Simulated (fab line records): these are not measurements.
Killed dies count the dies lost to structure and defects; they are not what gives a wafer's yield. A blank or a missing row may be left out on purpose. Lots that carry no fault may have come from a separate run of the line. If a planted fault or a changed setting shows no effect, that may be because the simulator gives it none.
fab line records -- flow berkeley_cmos170
record lots=14, wafers=42, last_day=12
route steps=331 shown ACTIVE@77 PFIELD@87 NLDD@163 SDANNEAL@205
lots that met no fault: from a run of the same line without faults
start_h: hours from the record's first day to the start of the lot's first wafer shown -- wait_h: how many hours have passed since the lot's step before this one -- " the same as in the row above -- L1.1+2: a row that stands for several wafers -- - no value present, or no start provided -- * or withheld: withheld -- < > ~ a bound
route shown NAME@n: NAME is a module with steps in the file, n the number in the route of the first one -- usual: the fault-free wafers' mean and standard deviation -- same: alike in all rows -- chamber/n: place in a boat -- sites: each site's reading -- _std_site: standard deviation across them -- _edge_site: inner sites' mean taken away from outer sites' mean -- radius_mm: for every site, how far away it sits from the centre of the wafer -- mask NAME#n: copy n -- behind: the last tool/chamber to shape the wafer -- hold: what put the lot on hold/how long, in hours/how the hold closed -- device: the n, p or np transistor that did not switch -- end of line: at the end of the route, the tests of the same wafers -- for a step that has no rows: nothing shown but its recipe -- killed: dies lost to structure and defects at the first sort, not the wafer's yield -- map: dies across one wafer; x = killed, . = not, _ = none there
set.NAME: the setting as run; set.NAME@STEP: as run at that earlier step -- model.NAME: the simulator's own value behind a step, which no gauge read
the route's steps for a sample of lots (tables are steps, rows are wafers)
services: the hour from which a tool's chamber was out of use, counted from the record's first day as start_h (under 0 if before that day), plus the number of hours and why
## steps
# step UCB170_ACTIVE_CD_MEAS_90
# recipe target_cd_nm=1200
# usual cd_nm=1200.1/1.3
lot.wafer,tool,chamber,start_h,wait_h,cd_nm
L387.4,cd_sem-01,-,73.47,0.1,1199.8
L387.5,cd_sem-01,-,73.47,0.1,1199.7
L387.6,cd_sem-01,-,73.47,0.1,1199.3
L386.2,cd_sem-02,-,73.77,0.1,1199.4
L386.4,cd_sem-02,-,73.77,0.1,1200.6
L386.5,cd_sem-02,-,73.77,0.1,1199.6
L390.2,cd_sem-02,-,87.13,0.1,1202.4
L390.5,cd_sem-02,-,87.13,0.1,1202.0
L390.6,cd_sem-02,-,87.13,0.1,1201.8
L388.1,cd_sem-02,-,87.26,0.1,1198.2
L388.2,cd_sem-02,-,87.26,0.1,1198.5
L388.6,cd_sem-02,-,87.26,0.1,1199.5
L391.1,cd_sem-02,-,96.92,0.1,1201.8
L391.2,cd_sem-02,-,96.92,0.1,1201.4
L391.6,cd_sem-02,-,96.92,0.1,1201.5
L393.3,cd_sem-01,-,110.00,0.1,1198.6
L393.5,cd_sem-01,-,110.00,0.1,1199.9
L393.6,cd_sem-01,-,110.00,0.1,1198.7
L398.1,cd_sem-02,-,137.83,0.1,1200.3
L398.5,cd_sem-02,-,137.83,0.1,1198.1
L398.6,cd_sem-02,-,137.83,0.1,1200.1
L401.1,cd_sem-02,-,149.16,0.1,1200.4
L401.4,cd_sem-02,-,149.16,0.1,1200.6
L401.5,cd_sem-02,-,149.16,0.1,1199.5
L402.1,cd_sem-01,-,160.64,0.1,1199.8
L402.2,cd_sem-01,-,160.64,0.1,1201.0
L402.5,cd_sem-01,-,160.64,0.1,1201.3
L403.2,cd_sem-02,-,168.98,0.1,1197.1
L403.5,cd_sem-02,-,168.98,0.1,1198.9
L403.6,cd_sem-02,-,168.98,0.1,1197.7
L405.1,cd_sem-02,-,169.54,0.1,1200.8
L405.3,cd_sem-02,-,169.54,0.1,1199.7
L405.5,cd_sem-02,-,169.54,0.1,1200.5
L406.1,cd_sem-02,-,185.51,0.1,1198.0
L406.2,cd_sem-02,-,185.51,0.1,1198.9
L406.5,cd_sem-02,-,185.51,0.1,1198.7
L408.3,cd_sem-01,-,192.64,0.1,1200.6
L408.4,cd_sem-01,-,192.64,0.1,1201.4
L408.5,cd_sem-01,-,192.64,0.1,1200.5
L407.2,cd_sem-01,-,193.19,0.1,1200.4
L407.3,cd_sem-01,-,193.19,0.1,1198.1
L407.6,cd_sem-01,-,193.19,0.1,1200.1
# step UCB170_PFIELD_STRIP_08
# recipe chemistry=O2, power_w=400, pressure_mtorr=3500, platen_temp_c=withheld, o2_flow_sccm=400, overash_fraction=0.5
# usual drypump_motor_current_A=5.7/0.44, o2_flow_sccm=400.1/1.2, oes_product_au=0.734/0.0045, strip_time_to_endpoint_s=21.65/0.071
lot.wafer,tool,chamber,start_h,wait_h,drypump_motor_current_A,o2_flow_sccm,oes_product_au,rf_hours_counter_h,strip_time_to_endpoint_s
L387.4,plasma_asher-01,0,75.12,0.1,5.2,400.9,0.736,-,21.71
L387.5,plasma_asher-01,1,75.12,0.1,5.5,399.0,0.729,-,21.68
L387.6,plasma_asher-01,0,75.12,0.1,5.2,400.6,0.732,-,21.71
L386.2,plasma_asher-02,1,75.37,0.1,6.5,398.3,0.726,27,21.55
L386.4,plasma_asher-02,0,75.37,0.1,5.8,400.6,0.731,-,21.50
L386.5,plasma_asher-02,1,75.37,0.1,6.5,399.1,0.733,-,21.49
L390.2,plasma_asher-03,1,90.06,0.1,5.5,399.3,0.739,38,21.56
L390.5,plasma_asher-03,1,90.06,0.1,5.5,400.3,0.727,-,21.55
L390.6,plasma_asher-03,0,90.06,0.1,6.0,400.7,0.727,-,21.65
L388.1,plasma_asher-02,0,90.24,0.1,5.8,398.9,0.727,28,21.62
L388.2,plasma_asher-02,1,90.24,0.1,6.5,400.0,0.736,28,21.59
L388.6,plasma_asher-02,0,90.24,0.1,5.8,399.6,0.741,-,21.60
L391.1,plasma_asher-01,0,100.46,0.1,5.2,401.0,0.735,40,21.62
L391.2,plasma_asher-01,1,100.46,0.1,5.5,401.5,0.735,40,21.65
L391.6,plasma_asher-01,1,100.46,0.1,5.5,399.6,0.729,-,21.65
L393.3,plasma_asher-01,0,112.01,0.1,5.1,401.9,0.735,-,21.63
L393.5,plasma_asher-01,1,112.01,0.1,5.5,400.7,0.730,-,21.59
L393.6,plasma_asher-01,0,112.01,0.1,5.1,402.2,0.734,-,21.60
L398.1,plasma_asher-02,1,139.16,0.1,6.5,400.5,0.732,34,21.63
L398.5,plasma_asher-02,1,139.16,0.1,6.5,400.1,0.733,-,21.59
L398.6,plasma_asher-02,0,139.16,0.1,5.8,400.1,0.735,-,21.64
L401.1,plasma_asher-02,0,150.96,0.1,5.8,400.6,0.730,35,21.73
L401.4,plasma_asher-02,0,150.96,0.1,5.8,400.3,0.730,-,21.70
L401.5,plasma_asher-02,0,150.96,0.1,5.8,400.9,0.732,-,21.82
L402.1,plasma_asher-01,0,162.15,0.1,5.1,398.6,0.737,47,21.64
L402.2,plasma_asher-01,1,162.15,0.1,5.5,400.1,0.733,47,21.65
L402.5,plasma_asher-01,1,162.15,0.1,5.5,400.4,0.739,-,21.61
L403.2,plasma_asher-03,1,170.96,0.1,5.5,399.3,0.736,47,21.72
L403.5,plasma_asher-03,0,170.96,0.1,6.0,399.8,0.734,-,21.76
L403.6,plasma_asher-03,1,170.96,0.1,5.5,400.5,0.740,-,21.74
L405.1,plasma_asher-02,0,171.94,0.1,5.8,400.1,0.732,37,21.69
L405.3,plasma_asher-02,0,171.94,0.1,5.8,401.0,0.737,-,21.68
L405.5,plasma_asher-02,0,171.94,0.1,5.8,399.2,0.737,-,21.69
L406.1,plasma_asher-03,0,190.71,0.1,6.0,399.8,0.728,49,21.72
L406.2,plasma_asher-03,1,190.71,0.1,5.5,400.6,0.735,49,21.78
L406.5,plasma_asher-03,1,190.71,0.1,5.5,401.2,0.736,-,21.79
L408.3,plasma_asher-03,1,195.95,0.1,5.5,400.7,0.734,-,21.74
L408.4,plasma_asher-03,0,195.95,0.1,6.0,400.1,0.731,-,21.79
L408.5,plasma_asher-03,0,195.95,0.1,6.0,400.2,0.729,-,21.70
L407.2,plasma_asher-03,1,196.08,0.1,5.5,399.7,0.738,50,21.74
L407.3,plasma_asher-03,0,196.08,0.1,6.0,399.7,0.731,-,21.74
L407.6,plasma_asher-03,1,196.08,0.1,5.5,401.7,0.735,-,21.76
# step UCB170_NLDD_DEVELOP_05
# recipe developer=TMAH, develop_time_s=45, resist=KrF, dev_temp_c=21
lot.wafer,tool,chamber,start_h,wait_h
L386.2+4+5,litho_track-01,0,117,-
L387.4+5+6,litho_track-01,0,118,-
L390.2+5+6,litho_track-02,0,136,-
L388.1+2+6,litho_track-01,0,136,-
L391.1+2+6,litho_track-01,0,151,-
L393.3+5+6,litho_track-02,0,159,-
L398.1+5+6,litho_track-03,0,195,-
L401.1+4+5,litho_track-03,0,207,-
L403.2+5+6,litho_track-01,0,221,-
L405.1+3+5,litho_track-01,0,222,-
L402.1+2+5,litho_track-03,0,222,-
L406.1+2+5,litho_track-01,0,233,-
L407.2+3+6,litho_track-03,0,242,-
L408.3+4+5,litho_track-02,0,242,-
# step UCB170_NLDD_TW_MEAS_11
# usual NLDD_TW=2238/35
lot.wafer,tool,chamber,start_h,wait_h,NLDD_TW
L386.2,film_metro-02,-,118.66,0.1,2293
L386.4,film_metro-02,-,118.66,0.1,2298
L386.5,film_metro-02,-,118.66,0.1,2303
L387.4,film_metro-01,-,119.23,0.1,2213
L387.5,film_metro-01,-,119.23,0.1,2214
L387.6,film_metro-01,-,119.23,0.1,2217
L390.2,film_metro-01,-,137.02,0.1,2212
L390.5,film_metro-01,-,137.02,0.1,2201
L390.6,film_metro-01,-,137.02,0.1,2214
L388.1,film_metro-03,-,137.23,0.1,30
L388.2,film_metro-03,-,137.23,0.1,30
L388.6,film_metro-03,-,137.23,0.1,30
L391.1,film_metro-02,-,152.50,0.1,31
L391.2,film_metro-02,-,152.50,0.1,31
L391.6,film_metro-02,-,152.50,0.1,31
L393.3,film_metro-02,-,159.69,0.1,2279
L393.5,film_metro-02,-,159.69,0.1,2285
L393.6,film_metro-02,-,159.69,0.1,2289
L398.1,film_metro-01,-,196.39,0.1,2213
L398.5,film_metro-01,-,196.39,0.1,2207
L398.6,film_metro-01,-,196.39,0.1,2230
L401.1,film_metro-01,-,207.94,0.1,2206
L401.4,film_metro-01,-,207.94,0.1,2193
L401.5,film_metro-01,-,207.94,0.1,2205
L403.2,film_metro-03,-,221.98,0.1,2247
L403.5,film_metro-03,-,221.98,0.1,2238
L403.6,film_metro-03,-,221.98,0.1,2248
L405.1,film_metro-03,-,222.97,0.1,2238
L405.3,film_metro-03,-,222.97,0.1,2239
L405.5,film_metro-03,-,222.97,0.1,2242
L402.1,film_metro-02,-,223.14,0.1,2281
L402.2,film_metro-02,-,223.14,0.1,2277
L402.5,film_metro-02,-,223.14,0.1,2288
L406.1,film_metro-03,-,234.25,0.1,2245
L406.2,film_metro-03,-,234.25,0.1,2240
L406.5,film_metro-03,-,234.25,0.1,2235
L407.2,film_metro-01,-,242.76,0.1,2213
L407.3,film_metro-01,-,242.76,0.1,2219
L407.6,film_metro-01,-,242.76,0.1,2218
L408.3,film_metro-02,-,242.82,0.1,2295
L408.4,film_metro-02,-,242.82,0.1,2298
L408.5,film_metro-02,-,242.82,0.1,2301
# step UCB170_SDANNEAL_RTA_01
# recipe temp_c=1050, time_s=5, ambient=N2
# usual chamber_o2_ppm=2.001/0.017, lamp_power_pct=37.0/3, wafer_temp_C_max=1055.4/1.1
lot.wafer,tool,chamber,start_h,wait_h,chamber_o2_ppm,lamp_power_pct,wafer_temp_C_max
L386.2,rtp_anneal-01,0,130.13,0.1,1.987,34.3,1055.9
L386.4,rtp_anneal-01,0,130.13,0.1,2.004,34.3,1054.1
L386.5,rtp_anneal-01,0,130.13,0.1,1.980,34.3,1055.2
L387.4,rtp_anneal-01,0,131.06,0.1,1.989,34.4,1054.1
L387.5,rtp_anneal-01,0,131.06,0.1,2.008,34.3,1055.7
L387.6,rtp_anneal-01,0,131.06,0.1,2.029,34.3,1056.6
L390.2,rtp_anneal-01,0,147.39,0.1,1.984,34.3,1055.0
L390.5,rtp_anneal-01,0,147.39,0.1,2.007,34.3,1054.2
L390.6,rtp_anneal-01,0,147.39,0.1,1.996,34.3,1055.0
L388.1,rtp_anneal-01,0,147.74,0.1,2.048,34.3,1056.0
L388.2,rtp_anneal-01,0,147.74,0.1,1.986,34.3,1056.4
L388.6,rtp_anneal-01,0,147.74,0.1,2.023,34.3,1055.0
L391.1,rtp_anneal-02,0,161.10,0.1,2.020,40.3,1054.6
L391.2,rtp_anneal-02,0,161.10,0.1,2.018,40.3,1055.8
L391.6,rtp_anneal-02,0,161.10,0.1,2.006,40.3,1056.0
L393.3,rtp_anneal-01,0,170.88,0.1,1.993,34.3,1055.1
L393.5,rtp_anneal-01,0,170.88,0.1,1.994,34.3,1055.4
L393.6,rtp_anneal-01,0,170.88,0.1,1.986,34.3,1057.5
L398.1,rtp_anneal-02,0,207.78,0.1,1.988,40.3,1055.7
L398.5,rtp_anneal-02,0,207.78,0.1,1.999,40.3,1056.4
L398.6,rtp_anneal-02,0,207.78,0.1,2.015,40.3,1055.0
L401.1,rtp_anneal-02,0,216.61,0.1,1.984,40.3,1056.2
L401.4,rtp_anneal-02,0,216.61,0.1,1.979,40.3,1055.8
L401.5,rtp_anneal-02,0,216.61,0.1,2.031,40.2,1056.4
L405.1,rtp_anneal-02,0,231.43,0.1,2.005,40.3,1054.1
L405.3,rtp_anneal-02,0,231.43,0.1,1.977,40.3,1055.3
L405.5,rtp_anneal-02,0,231.43,0.1,1.999,40.3,1055.8
L403.2,rtp_anneal-01,0,231.57,0.1,1.988,34.2,1054.0
L403.5,rtp_anneal-01,0,231.57,0.1,1.994,34.3,1055.1
L403.6,rtp_anneal-01,0,231.57,0.1,1.979,34.3,1055.6
L402.1,rtp_anneal-02,0,231.92,0.1,2.011,40.2,1054.6
L402.2,rtp_anneal-02,0,231.92,0.1,2.005,40.4,1056.0
L402.5,rtp_anneal-02,0,231.92,0.1,2.022,40.3,1056.4
L406.1,rtp_anneal-01,0,245.76,0.1,2.011,34.3,1054.2
L406.2,rtp_anneal-01,0,245.76,0.1,2.005,34.3,1054.3
L406.5,rtp_anneal-01,0,245.76,0.1,1.980,34.3,1054.5
L407.2,rtp_anneal-02,0,249.82,0.1,2.026,40.3,1055.1
L407.3,rtp_anneal-02,0,249.82,0.1,2.026,40.3,1054.0
L407.6,rtp_anneal-02,0,249.82,0.1,1.982,40.3,1055.7
L408.3,rtp_anneal-02,0,250.93,0.1,2.017,40.3,1054.2
L408.4,rtp_anneal-02,0,250.93,0.1,1.973,40.3,1057.0
L408.5,rtp_anneal-02,0,250.93,0.1,1.995,40.3,1055.1
## services
tool,chamber,start_h,hours,kind
rtp_anneal-01,-,77.45,3.6,pm
rtp_anneal-02,-,137.19,3.1,pm
plasma_asher-02,-,206.09,1.5,repair
plasma_asher-02,-,242.49,5.4,repair
plasma_asher-01,-,248.32,14.6,pm
## key
first_sign step=UCB170_NLDD_TW_MEAS_11, reading=NLDD_TW, direction=down, sigmas=63, usual=2238, struck=31
effect none on later readings
met_at UCB170_NLDD_DEVELOP_05
struck_lots L388,L391
sort_left_out L388.1,L388.2,L388.6,L391.1,L391.2,L391.6
tester_left_out L388,L391
not_acting_at UCB170_ACTIVE_CD_MEAS_90,UCB170_PFIELD_STRIP_08,UCB170_SDANNEAL_RTA_01
onset_between 118 136
fault kind=process_parameter_drift, tool=litho_track-01, chamber=-, onset_h=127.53, steps=UCB170_NLDD_DEVELOP_05, channel=develop_time_s, offset=*, shape=step, end_h=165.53, acts_in=*, stated=*
# tester_left_out: of these lots the tester's yield and bins aren't shown, on N5 and GAA mostly nor the transistor test; their killed dies are dies lost to structure and defects alone, not to doping, threshold or leakage, so they don't give the yield
# sort_left_out: the simulated sort isn't trusted on such a fault, so these wafers' sort isn't shown, and their yield isn't known
